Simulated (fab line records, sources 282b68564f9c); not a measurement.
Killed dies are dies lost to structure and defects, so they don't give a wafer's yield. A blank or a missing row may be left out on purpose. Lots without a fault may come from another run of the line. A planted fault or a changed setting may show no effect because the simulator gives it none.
Split-lot experiment | flow rit_cmos | 5 lots, 23 wafers read, on a route of 202 steps

THE SPLIT
At RIT_NSD_HARDBAKE_07 (time 60 s), the setting temp_c was moved away from the recipe's 140 C on 7 of the 23 wafers read, by -2.7% to -1.8%. The other wafers ran this setting at the recipe's value.

The reading is taken at the split's own step.

THE READING
NOVOLAK_of_NSD_COAT_01.thk_nm (the simulator's own value, which no gauge read), in nm, at RIT_NSD_HARDBAKE_07 (time 60 s). The file gives no usual value for it. The 16 wafers here that ran the recipe average 885.4 nm, standard deviation 2.1 nm.

wafer  | tool, chamber at the split | temp_c as run, C | against the recipe | NOVOLAK_of_NSD_COAT_01.thk_nm, nm | against lot-mates on the recipe
L078.1 | litho_track-02, 0          | 140              | recipe             | 880.8                             | -
L078.2 | litho_track-02, 0          | 140              | recipe             | 882.8                             | -
L078.3 | litho_track-02, 0          | 137.5            | -1.8%              | 885.2                             | +1.8
L078.5 | litho_track-02, 0          | 137.5            | -1.8%              | 886.5                             | +3.1
L078.6 | litho_track-02, 0          | 140              | recipe             | 886.6                             | -
L079.1 | litho_track-02, 0          | 136.9            | -2.2%              | 893.4                             | +8.4
L079.2 | litho_track-02, 0          | 140              | recipe             | 884.4                             | -
L079.4 | litho_track-02, 0          | 140              | recipe             | 885.7                             | -
L079.5 | litho_track-02, 0          | 136.9            | -2.2%              | 893.6                             | +8.6
L079.6 | litho_track-02, 0          | 136.9            | -2.2%              | 894.6                             | +9.6
L080.1 | litho_track-02, 0          | 140              | recipe             | 884.4                             | -
L080.2 | litho_track-02, 0          | 136.2            | -2.7%              | 889                               | +5.7
L080.3 | litho_track-02, 0          | 140              | recipe             | 883.2                             | -
L080.4 | litho_track-02, 0          | 140              | recipe             | 882.4                             | -
L080.5 | litho_track-02, 0          | 136.2            | -2.7%              | 892.4                             | +9.1
L083.1 | litho_track-03, 0          | 140              | recipe             | 886.4                             | -
L083.2 | litho_track-03, 0          | 140              | recipe             | 888.8                             | -
L083.3 | litho_track-03, 0          | 140              | recipe             | 886.2                             | -
L083.4 | litho_track-03, 0          | 140              | recipe             | 886.7                             | -
L083.6 | litho_track-03, 0          | 140              | recipe             | 887.8                             | -
L084.1 | litho_track-03, 0          | 140              | recipe             | 887.7                             | -
L084.4 | litho_track-03, 0          | 140              | recipe             | 886.8                             | -
L084.6 | litho_track-03, 0          | 140              | recipe             | 884.9                             | -

THE FIT
A straight line over all 23 wafers: NOVOLAK_of_NSD_COAT_01.thk_nm changes by -2.46 nm for each +1% of temp_c; r = -0.72; the points scatter about the line by 2.6 nm.
The same after taking each lot's own level away (the mean of its wafers on the recipe; 23 wafers): -3.02 nm for each +1%; r = -0.88; scatter 1.8 nm.
On that fit, the largest move of temp_c shifts the reading by 8.2 nm.
The lots' own levels span 883.33 to 887.18 nm, that is 1.8 times the standard deviation above.
So the lot-to-lot level blurs the effect unless lot-mates are compared.
Check: with one of the wafers moved furthest among these (-2.7%) left out of the fit, the line predicts +8.79 nm for it against its lot-mates. It came out at +5.67 nm against them.

OTHER SPLITS ON THESE WAFERS
These wafers also went through other splits before the reading. Each is held against what the fit with the lots' levels taken away leaves over:
other split on the same wafers  | wafers away from the commonest value | r with NOVOLAK_of_NSD_COAT_01.thk_nm (lot level and that fit taken away)
RIT_GATE_OXIDATION_05 temp_c    | 15                                   | +0.23
RIT_GATE_COAT_11 spin_rpm       | 5                                    | -0.20
RIT_REOX_OXIDATION_03 ox_time_s | 18                                   | -0.44
RIT_NLDD_IMPLANT_08 dose_cm2    | 7                                    | +0.17
RIT_PLDD_IMPLANT_08 tilt_deg    | 7                                    | +0.07

THE FILE'S OWN FIT
NOVOLAK_of_NSD_COAT_01.thk_nm changes by -2.84 nm for each +1% of temp_c, r = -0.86.
